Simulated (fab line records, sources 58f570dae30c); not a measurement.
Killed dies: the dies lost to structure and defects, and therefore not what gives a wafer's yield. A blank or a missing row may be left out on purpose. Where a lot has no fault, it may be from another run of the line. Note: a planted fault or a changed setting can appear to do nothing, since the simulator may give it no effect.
A struck lot beside a sound one    flow berkeley-cmos170    14 steps out of a route of 331
Sound: wafers L474.1, L474.3, L474.5. Struck: wafers L478.1, L478.3, L478.6. The cause is given at the end.
For every step that has rows: the tool of each side, followed by ch and its chambers, followed by its first start. Under that, the readings that differ: sound wafers    struck wafers    difference of the means    sigmas: that difference in standard deviations of wafers without a fault.
alike: readings with means less than 2 such deviations apart, plus words and numbers identical on both sides. not compared: withheld readings, readings lacking a value on some wafer, bounds such as >300 that could conceal the same value, and numbers that have no deviation in the record and whose values overlap.
Wherever a step has rows on one side only, a row that says differs or no value, or a row with sigmas, the two part there. Non-overlapping numbers with no deviation appear without sigmas and do not part them. A reading that every wafer of one side lacks parts them only if that side has two wafers or more.

UCB170_PLDD_TW_MEAS_11:
  sound: film-metro-02 at day 8 05:06; struck: film-metro-04 at day 9 14:41
  alike: PLDD_TW
then, 7 steps without rows for these wafers: UCB170_PLDD_CLEAN_12 (cleans in SPM, time 600 s); UCB170_NLDD_HMDS_00 (prime time 60 s); UCB170_NLDD_COAT_01 (resist thk 900 nm); UCB170_NLDD_SOFTBAKE_02 (time 60 s); UCB170_NLDD_EXPOSE_03 (exposes mask NSELECT, target cd 1200 nm); UCB170_NLDD_PEB_04; UCB170_NLDD_DEVELOP_05 (develop time 45 s).
UCB170_NLDD_CD_MEAS_06: the cd target is 1200 nm.
  sound: cd-sem-02 at day 8 06:53; struck: cd-sem-01 at day 9 15:49
  alike: cd-nm
UCB170_NLDD_OVL_MEAS_07:
  sound: overlay-02 at day 8 07:00; struck: overlay-02 at day 9 15:56
  alike: NLDD_OVL
then, 2 steps without rows for these wafers: UCB170_NLDD_IMPLANT_08; UCB170_NLDD_IMPLANT_09.
UCB170_NLDD_STRIP_10: strips in O2.
  sound on plasma-asher-02 ch 0,1, day 8 07:22; struck on plasma-asher-02 ch 1, day 9 16:27
  no value came back on the struck wafers for chamber-pressure-mTorr (mTorr), drypump-motor-current-A (A), oes-product-au (a.u.), strip-time-to-endpoint-s (s); on the sound wafers chamber-pressure-mTorr (mTorr) reads 3498 3502 3495
reading                                sound  struck             difference  sigmas
model.KrF_of_NLDD_COAT_01.thk-nm (nm)  0 0 0  888.6 888.3 886.8  +887.9      
  not compared: rf-hours-counter-h
UCB170_NLDD_TW_MEAS_11:
  sound: film-metro-04 at day 8 07:28; struck: film-metro-02 at day 9 16:33
  alike: NLDD_TW

== WHERE THEY PART ==
UCB170_NLDD_STRIP_10 only, going by this record. Later steps at which nothing parts them and some readings are alike: UCB170_NLDD_TW_MEAS_11.

WHY: whatever the simulator had introduced
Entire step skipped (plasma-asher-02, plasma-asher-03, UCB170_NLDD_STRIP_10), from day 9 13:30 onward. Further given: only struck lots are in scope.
